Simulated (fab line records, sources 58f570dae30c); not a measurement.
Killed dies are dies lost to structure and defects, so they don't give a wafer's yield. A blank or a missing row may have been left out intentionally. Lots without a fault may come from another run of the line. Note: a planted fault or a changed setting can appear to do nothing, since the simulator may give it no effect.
fab line records | flow berkeley_cmos170
record: lots: 14 | wafers: 42 | last_day: 13
route steps=331 shown SILICIDE@210 V2@300 M3@326
lots with no fault: from the same line, run without faults
start_h: the number of hours between the record's first day and the start of the first shown wafer of the lot | wait_h: hours elapsed since this lot's preceding step | " identical to the entry in the row above | L1.1+2: several wafers, shown together as one row | - no value, or no start was given | * or withheld: withheld | < > ~ a bound
route shown NAME@n: names a module that has steps shown in the file, with the first one's number in the route | usual: mean and standard deviation over wafers with no fault | same: alike in all rows | chamber/n: place in a boat | sites: readings site by site | _std_site: their standard deviation | _edge_site: outer sites' mean less inner sites' | radius_mm: how far each site lies from the wafer's centre | mask NAME#n: copy n | behind: the most recent tool/chamber to have shaped the wafer | hold: why the lot went on hold/how many hours it stayed there/how the hold came to an end | device: whichever transistor did not switch (one of n, p or np) | end of line: the route-end tests of the same wafers | a step without rows: its recipe alone | killed: the dies lost at the first sort to structure and to defects; this is not the yield of the wafer | map: shows each die of a wafer: x if killed, . if not, _ if none is there
set.NAME: the setting the step ran with; set.NAME@STEP: the setting that earlier step ran with | model.NAME: the simulator's own value behind a step, which no gauge read
steps of the route over a sample of lots; a table a step, a row a wafer
services: the hour from which a tool's chamber was out of use, counted from the record's first day as start_h (under 0 if before that day), plus the number of hours and why
== steps ==
step: UCB170_SILICIDE_PRE_CLEAN_00
recipe: gas: Ar | preclean_etch_time_s: 60
usual: preclean_etch_time_s: 60/0
lot.wafer | tool           | chamber | start_h | wait_h | preclean_etch_time_s
L646.1    | pvd_sputter-02 | -       | 176.59  | 0.1    | 60
L646.3    | "              | -       | "       | "      | 60
L646.6    | "              | -       | "       | "      | 60
L649.1    | pvd_sputter-04 | -       | 186.79  | 0.1    | 60
L649.4    | "              | -       | "       | "      | 60
L649.5    | "              | -       | "       | "      | 60
L648.1    | pvd_sputter-01 | -       | 186.96  | 0.1    | 60
L648.2    | "              | -       | "       | "      | 60
L648.5    | "              | -       | "       | "      | 60
L650.2    | pvd_sputter-02 | -       | 187.44  | 0.1    | 60
L650.3    | "              | -       | "       | "      | 60
L650.6    | "              | -       | "       | "      | 60
L647.2    | pvd_sputter-04 | -       | 187.72  | 0.1    | 60
L647.3    | "              | -       | "       | "      | 60
L647.5    | "              | -       | "       | "      | 60
L651.2    | pvd_sputter-01 | -       | 189.84  | 0.1    | 60
L651.3    | "              | -       | "       | "      | 60
L651.5    | "              | -       | "       | "      | 60
L654.2    | pvd_sputter-01 | -       | 210.33  | 0.1    | 60
L654.5    | "              | -       | "       | "      | 60
L654.6    | "              | -       | "       | "      | 60
L658.1    | pvd_sputter-01 | -       | 224.31  | 0.1    | 60
L658.2    | "              | -       | "       | "      | 60
L658.3    | "              | -       | "       | "      | 60
L659.1    | pvd_sputter-01 | -       | 248.95  | 0.1    | 180
L659.3    | "              | -       | "       | "      | 180
L659.6    | "              | -       | "       | "      | 180
L662.3    | pvd_sputter-01 | -       | 264.55  | 0.1    | 180
L662.5    | "              | -       | "       | "      | 180
L662.6    | "              | -       | "       | "      | 180
L664.3    | pvd_sputter-02 | -       | 264.87  | 0.1    | 60
L664.5    | "              | -       | "       | "      | 60
L664.6    | "              | -       | "       | "      | 60
L667.4    | pvd_sputter-04 | -       | 276.94  | 0.0    | 60
L667.5    | "              | -       | "       | "      | 60
L667.6    | "              | -       | "       | "      | 60
L666.2    | pvd_sputter-02 | -       | 277.38  | 0.1    | 60
L666.3    | "              | -       | "       | "      | 60
L666.4    | "              | -       | "       | "      | 60
L668.1    | pvd_sputter-04 | -       | 289.20  | 0.1    | 60
L668.2    | "              | -       | "       | "      | 60
L668.5    | "              | -       | "       | "      | 60
step: UCB170_V2_SOFTBAKE_08
recipe: resist: KrF | temp_c: 130 | time_s: 62.7
usual: plate_sensor_t_centre_C: 131.41/0.0098 | plate_sensor_t_edge_C: 131.53/0.01
lot.wafer | tool           | chamber | start_h | wait_h | plate_sensor_t_centre_C | plate_sensor_t_edge_C
L646.1    | litho_track-03 | 0       | 192.79  | 0.1    | 131.41                  | 131.52
L646.3    | "              | 0       | "       | "      | 131.41                  | 131.53
L646.6    | "              | 0       | "       | "      | 131.42                  | 131.55
L648.1    | litho_track-03 | 0       | 206.96  | 0.1    | 131.4                   | 131.52
L648.2    | "              | 0       | "       | "      | 131.4                   | 131.52
L648.5    | "              | 0       | "       | "      | 131.4                   | 131.53
L649.1    | litho_track-04 | 0       | 207.10  | 0.1    | 131.41                  | 131.52
L649.4    | "              | 0       | "       | "      | 131.4                   | 131.53
L649.5    | "              | 0       | "       | "      | 131.4                   | 131.54
L647.2    | litho_track-04 | 0       | 212.19  | 0.1    | 131.42                  | 131.54
L647.3    | "              | 0       | "       | "      | 131.43                  | 131.55
L647.5    | "              | 0       | "       | "      | 131.41                  | 131.53
L650.2    | litho_track-03 | 0       | 212.19  | 0.1    | 131.42                  | 131.51
L650.3    | "              | 0       | "       | "      | 131.4                   | 131.53
L650.6    | "              | 0       | "       | "      | 131.41                  | 131.54
L651.2    | litho_track-03 | 0       | 212.64  | 0.1    | 131.42                  | 131.54
L651.3    | "              | 0       | "       | "      | 131.41                  | 131.52
L651.5    | "              | 0       | "       | "      | 131.4                   | 131.53
L654.2    | litho_track-04 | 0       | 228.52  | 0.1    | 131.41                  | 131.54
L654.5    | "              | 0       | "       | "      | 131.43                  | 131.52
L654.6    | "              | 0       | "       | "      | 131.41                  | 131.55
L658.1    | litho_track-04 | 0       | 242.19  | 0.1    | 131.41                  | 131.53
L658.2    | "              | 0       | "       | "      | 131.4                   | 131.54
L658.3    | "              | 0       | "       | "      | 131.42                  | 131.54
L659.1    | litho_track-03 | 0       | 267.46  | 0.1    | 131.41                  | 131.55
L659.3    | "              | 0       | "       | "      | 131.41                  | 131.53
L659.6    | "              | 0       | "       | "      | 131.41                  | 131.54
L664.3    | litho_track-03 | 0       | 286.16  | 0.1    | 131.42                  | 131.53
L664.5    | "              | 0       | "       | "      | 131.4                   | 131.53
L664.6    | "              | 0       | "       | "      | 131.41                  | 131.54
L662.3    | litho_track-01 | 0       | 288.40  | 0.1    | 131.42                  | 131.53
L662.5    | "              | 0       | "       | "      | 131.42                  | 131.51
L662.6    | "              | 0       | "       | "      | 131.41                  | 131.54
L667.4    | litho_track-04 | 0       | 295.54  | 0.1    | 131.42                  | 131.55
L667.5    | "              | 0       | "       | "      | 131.42                  | 131.53
L667.6    | "              | 0       | "       | "      | 131.41                  | 131.52
L666.2    | litho_track-03 | 0       | 295.79  | 0.1    | 131.41                  | 131.54
L666.3    | "              | 0       | "       | "      | 131.42                  | 131.53
L666.4    | "              | 0       | "       | "      | 131.41                  | 131.54
L668.1    | litho_track-04 | 0       | 304.51  | 0.1    | 131.41                  | 131.53
L668.2    | "              | 0       | "       | "      | 131.42                  | 131.52
L668.5    | "              | 0       | "       | "      | 131.41                  | 131.54
step: UCB170_V2_OVL_MEAS_13
usual: V2_OVL: -1/5.5
lot.wafer | tool       | chamber | start_h | wait_h | V2_OVL[nm]
L646.1    | overlay-02 | -       | 193.65  | 0.1    | 5
L646.3    | "          | -       | "       | "      | 4
L646.6    | "          | -       | "       | "      | 4
L648.1    | overlay-01 | -       | 208.47  | 0.1    | 8
L648.2    | "          | -       | "       | "      | 7
L648.5    | "          | -       | "       | "      | 5
L649.1    | overlay-01 | -       | 209.02  | 0.1    | -3
L649.4    | "          | -       | "       | "      | -6
L649.5    | "          | -       | "       | "      | -9
L650.2    | overlay-02 | -       | 213.17  | 0.1    | -3
L650.3    | "          | -       | "       | "      | -2
L650.6    | "          | -       | "       | "      | -3
L647.2    | overlay-01 | -       | 213.27  | 0.1    | 3
L647.3    | "          | -       | "       | "      | -5
L647.5    | "          | -       | "       | "      | -4
L651.2    | overlay-01 | -       | 213.44  | 0.1    | -5
L651.3    | "          | -       | "       | "      | 0
L651.5    | "          | -       | "       | "      | -3
L654.2    | overlay-01 | -       | 229.77  | 0.1    | 4
L654.5    | "          | -       | "       | "      | -4
L654.6    | "          | -       | "       | "      | 6
L658.1    | overlay-01 | -       | 243.46  | 0.1    | 2
L658.2    | "          | -       | "       | "      | -4
L658.3    | "          | -       | "       | "      | -1
L659.1    | overlay-01 | -       | 268.27  | 0.1    | 5
L659.3    | "          | -       | "       | "      | 10
L659.6    | "          | -       | "       | "      | 8
L664.3    | overlay-01 | -       | 286.98  | 0.1    | 1
L664.5    | "          | -       | "       | "      | -1
L664.6    | "          | -       | "       | "      | 3
L662.3    | overlay-01 | -       | 289.02  | 0.1    | -5
L662.5    | "          | -       | "       | "      | 3
L662.6    | "          | -       | "       | "      | 5
L667.4    | overlay-02 | -       | 296.27  | 0.1    | 1
L667.5    | "          | -       | "       | "      | -3
L667.6    | "          | -       | "       | "      | 0
L666.2    | overlay-01 | -       | 296.55  | 0.1    | -3
L666.3    | "          | -       | "       | "      | -6
L666.4    | "          | -       | "       | "      | 0
L668.1    | overlay-02 | -       | 305.60  | 0.1    | -10
L668.2    | "          | -       | "       | "      | -8
L668.5    | "          | -       | "       | "      | -7
step: UCB170_M3_ETCH_17
recipe: chemistry: N2/H2 | target_depth_a: withheld | overetch_a: withheld | target: BARC | time_s: withheld | source_w: 500 | bias_w: 100 | pressure_mtorr: 30 | n2_flow_sccm: 100 | h2_flow_sccm: 200
usual: chamber_pressure_mTorr: 30.000/0.025 | drypump_motor_current_A: 5.8/0.6 | oes_product_au: 1.000/0.015 | throttle_valve_pct: 13.26/0.15
lot.wafer | tool        | chamber | start_h | wait_h | chamber_pressure_mTorr | drypump_motor_current_A | oes_product_au | throttle_valve_pct
L646.1    | rie_diel-03 | 0       | 196.28  | 0.0    | 29.975                 | 6.3                     | 1.012          | 13.22
L646.3    | "           | 1       | "       | "      | 30.020                 | 5.4                     | 0.998          | 13.48
L646.6    | "           | 1       | "       | "      | 29.965                 | 5.4                     | 1.010          | 13.46
L648.1    | rie_diel-01 | 0       | 212.05  | 0.0    | 29.997                 | 6.6                     | 1.004          | 13.27
L648.2    | "           | 1       | "       | "      | 29.946                 | 6.1                     | 1.004          | 13.10
L648.5    | "           | 1       | "       | "      | 30.025                 | 6.1                     | 1.002          | 13.10
L649.1    | rie_diel-03 | 3       | 212.41  | 0.0    | 29.955                 | 4.7                     | 1.000          | 13.19
L649.4    | "           | 3       | "       | "      | 29.985                 | 4.7                     | 0.999          | 13.20
L649.5    | "           | 0       | "       | "      | 29.978                 | 6.3                     | 1.018          | 13.24
L650.2    | rie_diel-02 | 0       | 215.77  | 0.0    | 30.020                 | 5.8                     | 0.999          | 13.41
L650.3    | "           | 1       | "       | "      | 29.986                 | 6.3                     | 0.982          | 13.11
L650.6    | "           | 3       | "       | "      | 30.021                 | 6.4                     | 0.995          | 13.48
L647.2    | rie_diel-03 | 2       | 217.28  | 0.0    | 30.031                 | 5.7                     | 0.975          | 13.03
L647.3    | "           | 3       | "       | "      | 29.977                 | 4.6                     | 0.988          | 13.19
L647.5    | "           | 0       | "       | "      | 29.977                 | 6.3                     | 1.015          | 13.24
L651.2    | rie_diel-01 | 2       | 217.55  | 0.0    | 29.975                 | 5.7                     | 0.981          | 13.30
L651.3    | "           | 1       | "       | "      | 29.970                 | 6.1                     | 0.998          | 13.09
L651.5    | "           | 1       | "       | "      | 30.011                 | 6.1                     | 0.997          | 13.10
L654.2    | rie_diel-01 | 2       | 233.19  | 0.0    | 29.994                 | 5.7                     | 0.968          | 13.31
L654.5    | "           | 0       | "       | "      | 30.015                 | 6.5                     | 1.007          | 13.26
L654.6    | "           | 3       | "       | "      | 30.032                 | 4.9                     | 1.008          | 13.29
L658.1    | rie_diel-01 | 1       | 246.85  | 0.0    | 29.999                 | 6.1                     | 1.003          | 13.08
L658.2    | "           | 2       | "       | "      | 29.987                 | 5.7                     | 0.982          | 13.30
L658.3    | "           | 0       | "       | "      | 30.015                 | 6.6                     | 1.009          | 13.26
L659.1    | rie_diel-03 | 2       | 271.42  | 0.0    | 30.017                 | 5.8                     | 0.983          | 13.02
L659.3    | "           | 1       | "       | "      | 29.900                 | 5.3                     | 1.007          | 13.45
L659.6    | "           | 1       | "       | "      | 29.993                 | 5.4                     | 1.009          | 13.49
L664.3    | rie_diel-03 | 3       | 290.22  | 0.0    | 30.038                 | 4.7                     | 0.999          | 13.20
L664.5    | "           | 0       | "       | "      | 29.980                 | 6.3                     | 1.013          | 13.23
L664.6    | "           | 3       | "       | "      | 30.032                 | 4.6                     | 1.002          | 13.19
L662.3    | rie_diel-03 | 0       | 291.51  | 0.0    | 29.973                 | 6.3                     | 1.024          | 13.25
L662.5    | "           | 1       | "       | "      | 30.065                 | 5.4                     | 0.997          | 13.46
L662.6    | "           | 0       | "       | "      | 29.989                 | 6.3                     | 1.016          | 13.24
L667.4    | rie_diel-03 | 3       | 299.37  | 0.0    | 30.003                 | 4.6                     | 0.998          | 13.19
L667.5    | "           | 0       | "       | "      | 29.972                 | 6.3                     | 1.018          | 13.25
L667.6    | "           | 2       | "       | "      | 30.017                 | 5.7                     | 0.980          | 13.03
L666.2    | rie_diel-03 | 2       | 299.71  | 0.0    | 30.010                 | 5.7                     | 0.979          | 13.02
L666.3    | "           | 3       | "       | "      | 30.010                 | 4.6                     | 1.003          | 13.20
L666.4    | "           | 0       | "       | "      | 30.029                 | 6.3                     | 1.012          | 13.23
L668.1    | rie_diel-01 | 0       | 308.80  | 0.0    | 30.035                 | 6.6                     | 1.001          | 13.24
L668.2    | "           | 2       | "       | "      | 30.005                 | 5.7                     | 0.975          | 13.31
L668.5    | "           | 2       | "       | "      | 30.041                 | 5.7                     | 0.976          | 13.31
== services ==
tool           | chamber | start_h | hours | kind
rie_diel-01    | 2       | 162.83  | 6.9   | repair
rie_diel-02    | 1       | 165.55  | 6.6   | repair
pvd_sputter-04 | -       | 166.49  | 1.6   | repair
rie_diel-03    | 3       | 185.55  | 2.7   | repair
rie_diel-02    | 2       | 187.66  | 1.7   | repair
rie_diel-02    | 2       | 206.41  | -     | clean
rie_diel-02    | 2       | 206.41  | 13.6  | scheduled_down
rie_diel-02    | 2       | 206.41  | 13.6  | vent_cycle
rie_diel-03    | 1       | 207.41  | 9.7   | repair
rie_diel-02    | -       | 209.87  | 2.8   | pm
rie_diel-03    | 3       | 218.94  | 1.4   | repair
rie_diel-03    | 2       | 240.09  | 8.8   | repair
rie_diel-03    | 0       | 261.13  | 5.3   | repair
rie_diel-03    | 3       | 269.35  | 2.9   | repair
rie_diel-01    | 3       | 270.27  | 4.0   | repair
rie_diel-02    | 2       | 277.84  | 5.0   | repair
pvd_sputter-02 | -       | 286.35  | 4.5   | repair
rie_diel-03    | 1       | 295.69  | 3.9   | repair
== key ==
first_sign: step: UCB170_SILICIDE_PRE_CLEAN_00 | reading: preclean_etch_time_s | direction: up | sigmas: 99+ | usual: * | struck: *
effect none on later readings
met_at UCB170_SILICIDE_PRE_CLEAN_00
struck_lots L659,L662
tester_left_out L659,L662
not_acting_at UCB170_V2_SOFTBAKE_08,UCB170_V2_OVL_MEAS_13,UCB170_M3_ETCH_17
onset_between 224.31 248.95
fault: kind: process_parameter_drift | tool: pvd_sputter-01 | chamber: - | onset_h: 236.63 | steps: UCB170_SILICIDE_PRE_CLEAN_00 | channel: preclean_etch_time_s | offset: * | shape: step | end_h: 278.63 | acts_in: * | stated: *
tester_left_out: of these lots the tester's yield and bins aren't shown, on N5 and GAA mostly nor the transistor test; their killed dies are dies lost to structure and defects alone, not to doping, threshold or leakage, so they don't give the yield
